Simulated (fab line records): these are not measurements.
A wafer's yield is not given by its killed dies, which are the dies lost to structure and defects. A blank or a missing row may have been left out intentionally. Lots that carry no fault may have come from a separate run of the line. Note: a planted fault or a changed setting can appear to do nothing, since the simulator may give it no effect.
Check of tool commonality + flow berkeley cmos170 + 14 lots and 42 wafers in the sample

## WHY THIS WAS OPENED
On 2 of the 14 lots, a flag is raised at UCB170_NLDD_CD_MEAS_06 on the reading cd nm. Fault-free wafers read 1200.4 nm, with a standard deviation of 1.6.
Rule: flag the lot when none of its wafers has a number, or when each of its wafers that has one lies beyond 4 standard deviations from that mean. The other lots count as sound.

| lot  | measured     | on        | cd nm (nm), wafer by wafer | flag    |
|------|--------------|-----------|----------------------------|---------|
| L275 | day 7 05:56  | cd sem-01 | 1201.4 1201.7 1201.3       |         |
| L274 | day 7 06:16  | cd sem-01 | 1203.6 1202.0 1203.9       |         |
| L277 | day 8 07:11  | cd sem-02 | 1198.6 1199.7 1200.3       |         |
| L276 | day 8 07:16  | cd sem-01 | 1199.7 1199.0 1199.9       |         |
| L278 | day 8 07:23  | cd sem-02 | 1199.9 1201.1 1200.6       |         |
| L280 | day 8 17:25  | cd sem-02 | 1202.3 1203.5 1203.2       |         |
| L281 | day 8 17:31  | cd sem-01 | 1198.3 1199.0 1199.2       |         |
| L279 | day 8 17:58  | cd sem-02 | 1201.8 1200.7 1200.8       |         |
| L282 | day 10 00:10 | cd sem-01 | 1198.0 1197.9 1198.1       |         |
| L287 | day 10 15:40 | cd sem-02 | 1200.1 1199.3 1199.2       |         |
| L290 | day 11 12:55 | cd sem-01 | 1128.6 1127.4 1127.9       | FLAGGED |
| L295 | day 12 18:57 | cd sem-02 | 1200.4 1199.4 1200.3       |         |
| L297 | day 13 06:03 | cd sem-01 | 1200.6 1200.0 1200.7       |         |
| L292 | day 13 06:11 | cd sem-01 | 1148.5 1145.5 1147.0       | FLAGGED |
The mean of the flagged lots' numbers is 1137.5 nm, -62.9 nm from the usual (-39 standard deviations).

## TOOL THAT RAN EACH LOT
Before the reading, the record contains 3 process steps out of a 331-step route. Each cell gives the tool, then ch followed by the chambers the sampled wafers passed through, then the start.
| lot  | flag    | UCB170_PVT_STRIP_08                  | UCB170_GATE_STRIP_16                 | UCB170_NLDD_EXPOSE_03             |
|------|---------|--------------------------------------|--------------------------------------|-----------------------------------|
| L275 |         | plasma asher-03 ch 0,1, day 6 16:19  | plasma asher-02 ch 0, day 7 02:41    | krf scanner-01 ch 0, day 7 05:32  |
| L274 |         | plasma asher-04 ch 0,1, day 6 17:06  | plasma asher-01 ch 0,1, day 7 02:49  | krf scanner-01 ch 0, day 7 05:52  |
| L277 |         | plasma asher-03 ch 0,1, day 7 01:38  | plasma asher-04 ch 0,1, day 8 02:52  | krf scanner-02 ch 0, day 8 06:48  |
| L276 |         | plasma asher-02 ch 0,1, day 7 01:58  | plasma asher-02 ch 1, day 8 02:56    | krf scanner-02 ch 0, day 8 06:53  |
| L278 |         | plasma asher-03 ch 0,1, day 7 02:14  | plasma asher-01 ch 0,1, day 8 02:35  | krf scanner-02 ch 0, day 8 06:59  |
| L280 |         | plasma asher-04 ch 0,1, day 7 20:38  | plasma asher-04 ch 0,1, day 8 13:52  | krf scanner-02 ch 0, day 8 16:48  |
| L281 |         | plasma asher-03 ch 0,1, day 7 20:42  | plasma asher-01 ch 0,1, day 8 14:04  | krf scanner-02 ch 0, day 8 16:57  |
| L279 |         | plasma asher-03 ch 0,1, day 7 20:22  | plasma asher-02 ch 0,1, day 8 14:08  | krf scanner-02 ch 0, day 8 17:35  |
| L282 |         | plasma asher-04 ch 0, day 9 02:55    | plasma asher-02 ch 0,1, day 9 20:06  | krf scanner-02 ch 0, day 9 23:04  |
| L287 |         | plasma asher-03 ch 0,1, day 9 17:15  | plasma asher-04 ch 0,1, day 10 12:40 | krf scanner-01 ch 0, day 10 15:17 |
| L290 | FLAGGED | plasma asher-03 ch 0,1, day 10 08:46 | plasma asher-02 ch 0,1, day 11 09:06 | krf scanner-02 ch 0, day 11 12:19 |
| L295 |         | plasma asher-02 ch 0,1, day 12 00:49 | plasma asher-02 ch 0,1, day 12 15:30 | krf scanner-01 ch 0, day 12 18:34 |
| L297 |         | plasma asher-04 ch 0,1, day 12 05:04 | plasma asher-01 ch 0,1, day 12 22:44 | krf scanner-01 ch 0, day 13 04:57 |
| L292 | FLAGGED | plasma asher-02 ch 0,1, day 12 05:18 | plasma asher-04 ch 1, day 12 22:58   | krf scanner-02 ch 0, day 13 05:13 |
What these steps do:
- UCB170_PVT_STRIP_08: strips in O2.
- UCB170_GATE_STRIP_16: strips in O2.
- UCB170_NLDD_EXPOSE_03: exposes mask NSELECT, target cd 1200 nm.
- UCB170_NLDD_CD_MEAS_06: target cd 1200 nm.

## FLAGGED OVER TOTAL, TOOL BY TOOL (the gauges that took the reading come last)
| step                   | tool            | lots run | flagged | share of the flagged lots | sound lots run after its first flagged lot |
|------------------------|-----------------|----------|---------|---------------------------|--------------------------------------------|
| UCB170_PVT_STRIP_08    | plasma asher-02 | 3        | 1       | some                      | 0                                          |
| UCB170_PVT_STRIP_08    | plasma asher-03 | 7        | 1       | some                      | 0                                          |
| UCB170_PVT_STRIP_08    | plasma asher-04 | 4        | 0       | none                      | -                                          |
| UCB170_GATE_STRIP_16   | plasma asher-01 | 4        | 0       | none                      | -                                          |
| UCB170_GATE_STRIP_16   | plasma asher-02 | 6        | 1       | some                      | 1 (L295)                                   |
| UCB170_GATE_STRIP_16   | plasma asher-04 | 4        | 1       | some                      | 0                                          |
| UCB170_NLDD_EXPOSE_03  | krf scanner-01  | 5        | 0       | none                      | -                                          |
| UCB170_NLDD_EXPOSE_03  | krf scanner-02  | 9        | 2       | all                       | 0                                          |
| UCB170_NLDD_CD_MEAS_06 | cd sem-01       | 8        | 2       | all                       | 1 (L297)                                   |
| UCB170_NLDD_CD_MEAS_06 | cd sem-02       | 6        | 0       | none                      | -                                          |

## WHAT THE TABLE ALLOWS
Every flagged lot went through 2 rows of the table: krf scanner-02 at UCB170_NLDD_EXPOSE_03 and cd sem-01 at UCB170_NLDD_CD_MEAS_06.
- krf scanner-02 at UCB170_NLDD_EXPOSE_03 ran 9 lots, 2 of them flagged. It ran its last sound lot, L282, at day 9 23:04 and its first flagged lot, L290, at day 11 12:19: a fault with its onset between the two fits. Its own readings (exposure dose mJ cm2) fall more than 4 standard deviations out on all wafers of the flagged lots.
- cd sem-01 at UCB170_NLDD_CD_MEAS_06 ran 8 lots, 2 of them flagged. Sound lots followed the first flagged one (L297) on it, something a lasting fault affecting the whole tool could not allow.
Left over: one tool, krf scanner-02 at UCB170_NLDD_EXPOSE_03.

## WHAT THE SIMULATOR HAD PUT IN
Process parameters drifting: krf scanner-02 at UCB170_NLDD_EXPOSE_03, beginning at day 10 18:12. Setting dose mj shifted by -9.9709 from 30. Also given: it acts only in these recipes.
Lots struck among those shown: L290, L292. The rule above reached the same finding.
